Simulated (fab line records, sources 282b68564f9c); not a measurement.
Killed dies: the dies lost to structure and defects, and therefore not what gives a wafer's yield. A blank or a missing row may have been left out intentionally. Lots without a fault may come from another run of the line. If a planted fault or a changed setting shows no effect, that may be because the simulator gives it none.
A lot that was struck, set against a sound lot :: flow ritCmos :: 15 steps out of a route of 202
Sound: wafers L917.1, L917.3, L917.5. Struck: wafers L929.1, L929.2, L929.4. Last of all comes the cause.
At each step with rows: each side's tool, then ch and its chambers, then its first start. Under that, the readings that differ: sound wafers :: struck wafers :: difference of the means :: sigmas: that difference in standard deviations of wafers without a fault.
alike: readings whose means differ by less than 2 such deviations, and words and numbers that are the same on both sides. not compared: withheld readings, readings that some wafer has no value for, bounds like >300 that may hide the same value, and numbers for which the record gives no deviation and whose values overlap.
The two part at a step that has a row with sigmas, a row that says differs or no value, or rows on one side only. When numbers do not overlap yet have no deviation, they are printed without sigmas and do not part them. A reading missing from all wafers of one side parts the sides only when that side holds two or more wafers.

RIT_M1_SPUTTER_00: material Al, target thk 400 nm, time 500 s.
  sound on pvdSputter-01 at day 4 11:22; struck on pvdSputter-01 at day 7 00:18
  alike: throttleValvePct
RIT_M1_RS_MEAS_01: measures by four-point-probe.
  sound on filmMetro-01 at day 4 11:40; struck on filmMetro-04 at day 7 00:35
  alike: M1_AL_RS
RIT_M1_THK_MEAS_02: measures by xrf.
  sound on filmMetro-01 at day 4 11:47; struck on filmMetro-04 at day 7 00:43
  alike: M1_AL_THK
then, 6 steps without rows for these wafers: RIT_M1_HMDS_03 (prime time 60 s); RIT_M1_COAT_04 (resist thk 1300 nm); RIT_M1_SOFTBAKE_05 (time 60 s); RIT_M1_EXPOSE_06 (exposes mask M12, target cd 2600 nm); RIT_M1_PEB_07; RIT_M1_DEVELOP_08 (develop time 68 s).
RIT_M1_CD_MEAS_09: target cd 2600 nm.
  sound on cdSem-01 at day 4 12:44; struck on cdSem-01 at day 7 01:39
  alike: cdNm
RIT_M1_OVL_MEAS_10:
  sound on overlay-02 at day 4 12:51; struck on overlay-01 at day 7 01:46
  alike: M1_OVL
then, 1 step without rows for these wafers: RIT_M1_HARDBAKE_11 (time 120 s).
RIT_M1_METAL_ETCH_12: etches Al in Cl2/BCl3, stops on SiO2, time 165 s, target depth 600 nm.
  sound on rieMetal-02 ch 0, day 4 13:08; struck on rieMetal-01 ch 0,1, day 7 02:04
reading: oesProductAu (a.u.)
sound: 0.775 0.782 0.768
struck: 0.746 0.706 0.700
difference: -0.058
sigmas: -4

reading: overEtchFrac
sound: 0.5 0.5 0.5
struck: 0.78163 0.78163 0.78163
difference: +0.28163
sigmas: 

reading: model.NOVOLAK_of_M1_COAT_04.thkNm (nm)
sound: 815.7 814.8 813.6
struck: 760 737.8 737.9
difference: -69
sigmas: 
  alike: drypumpMotorCurrentA, throttleValvePct
  not compared: rfHoursCounterH
then, 1 step without rows for these wafers: RIT_M1_STRIP_13 (strips in nmp, time 600 s).
RIT_M1_PROBE_99:
  sound on prober-01 at day 4 16:40; struck on prober-02 at day 7 04:26
reading: model.etest.antennaM1.vtShiftV (V)
sound: -0.009527 -0.008934 -0.009304
struck: -0.01522 -0.01973 -0.01696
difference: -0.00805
sigmas: 
  alike: defectLimitedYield, killedAtContacts, killedAtFrontEnd, killedDies, killedOpen, killedShort, sort_bin_3_pad_short, sort_bin_5_function, sort_bin_6_memory, sortNPass, sortYieldPct

WHERE THEY PART
Within this record, at RIT_M1_METAL_ETCH_12 only. Later steps at which nothing parts them and some readings are alike: RIT_M1_PROBE_99.

WHY: what had been put in by the simulator
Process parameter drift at RIT_M1_METAL_ETCH_12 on rieMetal-01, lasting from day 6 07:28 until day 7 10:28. From 0.5, the setting overEtchFrac moved by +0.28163.
